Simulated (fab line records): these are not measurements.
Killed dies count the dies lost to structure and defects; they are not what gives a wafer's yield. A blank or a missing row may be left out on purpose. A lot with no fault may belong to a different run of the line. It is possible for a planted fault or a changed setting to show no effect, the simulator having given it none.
Comparing a struck lot with a sound one + flow rit-cmos + 17 steps out of a route of 202
Sound: wafers L179.2, L179.5, L179.6. Struck: wafers L190.2, L190.6 (left out: L190.1, a lot-mate that was not struck); the cause follows at the end.
Per side, at each step with rows, come the tool, then ch with its chambers, and then its first start. Under that, the readings that differ: sound wafers + struck wafers + difference of the means + sigmas: that difference in standard deviations of wafers without a fault.
alike: words and numbers the same on both sides, and readings whose means are apart by under 2 such deviations; not compared: readings that were withheld, readings missing a value for some wafer, numbers with overlapping values and no deviation given by the record, and bounds like >300 which may hide the same value.
The two part at a step that has a row with sigmas, a row that says differs or no value, or rows on one side only. Non-overlapping numbers with no deviation appear without sigmas and do not part them. Lack of a reading on every wafer of one side parts them only where that side has two or more wafers.

first, 1 step without rows for these wafers: RIT_PSD_IMPLANT_08.
RIT_PSD_STRIP_09: strips in O2, time 180 s.
  sound on plasma-asher-02 ch 0,1, day 3 12:11; struck on plasma-asher-01 ch 0,1, day 5 22:56
  alike: chamber-pressure-mTorr, drypump-motor-current-A
  not compared: rf-hours-counter-h
RIT_PSD_TW_MEAS_10:
  struck on film-metro-02, day 5 23:07; sound on film-metro-04, day 3 12:22
  alike: PSD_TW
then, 3 steps without rows for these wafers: RIT_SDANNEAL_CLEAN_00 (cleans in SC1, time 600 s); RIT_SDANNEAL_CLEAN_01 (cleans in dHF, time 30 s); RIT_SDANNEAL_CLEAN_02 (cleans in SC2, time 600 s).
RIT_SDANNEAL_RTA_03: time 5 s.
  sound on rtp-anneal-01 ch 0, day 3 12:49; struck on rtp-anneal-02 ch 0, day 5 23:33
  alike: wafer_temp_C_max
RIT_SDANNEAL_RS_MEAS_04: a four-point-probe measurement.
  struck on film-metro-02, day 5 23:37; sound on film-metro-03, day 3 12:53
  alike: PSD_RS
RIT_SDANNEAL_RS_MEAS_05: a four-point-probe measurement.
  struck on film-metro-02, day 5 23:44; sound on film-metro-03, day 3 13:01
  alike: NSD_RS
RIT_SDANNEAL_RS_MEAS_06: a four-point-probe measurement.
  struck on film-metro-02, day 5 23:51; sound on film-metro-03, day 3 13:08
  alike: PLDD_RS
RIT_SDANNEAL_RS_MEAS_07: a four-point-probe measurement.
  struck on film-metro-02, day 5 23:58; sound on film-metro-03, day 3 13:15
| reading          | sound             | struck      | difference | sigmas |
|------------------|-------------------|-------------|------------|--------|
| NLDD_RS (ohm/sq) | 151.2 151.5 151.2 | 152.7 152.3 | +1.2       | +2     |
then, 1 step without rows for these wafers: RIT_SILICIDE_WET_ETCH_00 (etches SiO2 in BOE, target depth 14 nm, time 15 s).
RIT_SILICIDE_SPUTTER_01: material Ti, target thk 30 nm, time 240 s.
  struck on pvd-sputter-04, day 6 00:06; sound on pvd-sputter-02, day 3 13:22
| reading                                     | sound             | struck      | difference | sigmas |
|---------------------------------------------|-------------------|-------------|------------|--------|
| model.Ti_of_SILICIDE_SPUTTER_01.thk-nm (nm) | 30.28 29.93 30.31 | 40.24 40.32 | +10.11     |        |
  alike: cathode-dc-power-W, throttle-valve-pct
RIT_SILICIDE_RS_MEAS_02: a four-point-probe measurement.
  struck on film-metro-01, day 6 00:15; sound on film-metro-02, day 3 13:32
| reading                 | sound          | struck    | difference | sigmas |
|-------------------------|----------------|-----------|------------|--------|
| SILICIDE_TI_RS (ohm/sq) | 47.2 48.0 47.2 | 33.3 33.2 | -14.2      | -23    |
RIT_SILICIDE_THK_MEAS_03: measures by xrf.
  struck on film-metro-01, day 6 00:22; sound on film-metro-02, day 3 13:39
| reading              | sound             | struck      | difference | sigmas |
|----------------------|-------------------|-------------|------------|--------|
| SILICIDE_TI_THK (nm) | 29.81 29.74 30.14 | 39.99 40.10 | +10.15     | +34    |
RIT_SILICIDE_RTA_04: time 10 s, ramp up 5 s, ramp down 5 s.
  sound on rtp-anneal-02 ch 0, day 3 13:43; struck on rtp-anneal-01 ch 0, day 6 00:26
  alike: wafer_temp_C_max
RIT_M1_PROBE_99:
  struck on prober-01, day 6 07:13; sound on prober-01, day 3 20:20
| reading                              | sound             | struck      | difference | sigmas |
|--------------------------------------|-------------------|-------------|------------|--------|
| killed-short                         | 6 0 3             | 9 5         | +4         | +2     |
| model.etest.npoly-line.line-ohm-um   | 164.3 161.5 161.7 | 148.3 144.6 | -16.1      |        |
| model.etest.ppoly-line.line-ohm-um   | 158.3 156.1 155.8 | 147 141     | -13        |        |
| model.etest.contact-pplus.end-ohm-um | 43.93 42.56 44.3  | 61.25 62.64 | +18.35     |        |
| model.etest.contact-nplus.end-ohm-um | 42.44 43.26 42.52 | 56.13 58.47 | +14.56     |        |
| model.etest.npoly-line.width-nm (nm) | 103 105.9 103.4   | 94.96 97.19 | -8.03      |        |
| model.etest.ppoly-line.width-nm (nm) | 103.8 105.3 104.3 | 95.36 96.75 | -8.41      |        |
| model.etest.npoly-line.rs-ohm-sq     | 16.82 16.9 16.99  | 14.01 14.17 | -2.81      |        |
| model.etest.ppoly-line.rs-ohm-sq     | 16.32 16.44 16.38 | 13.7 13.74  | -2.7       |        |
  alike: killed-at-contacts, killed-at-front-end, killed-dies, killed-open

WHERE THEY PART
At RIT_SDANNEAL_RS_MEAS_07 first; at RIT_M1_PROBE_99 last (within this record only).

WHY: what the simulator had put in
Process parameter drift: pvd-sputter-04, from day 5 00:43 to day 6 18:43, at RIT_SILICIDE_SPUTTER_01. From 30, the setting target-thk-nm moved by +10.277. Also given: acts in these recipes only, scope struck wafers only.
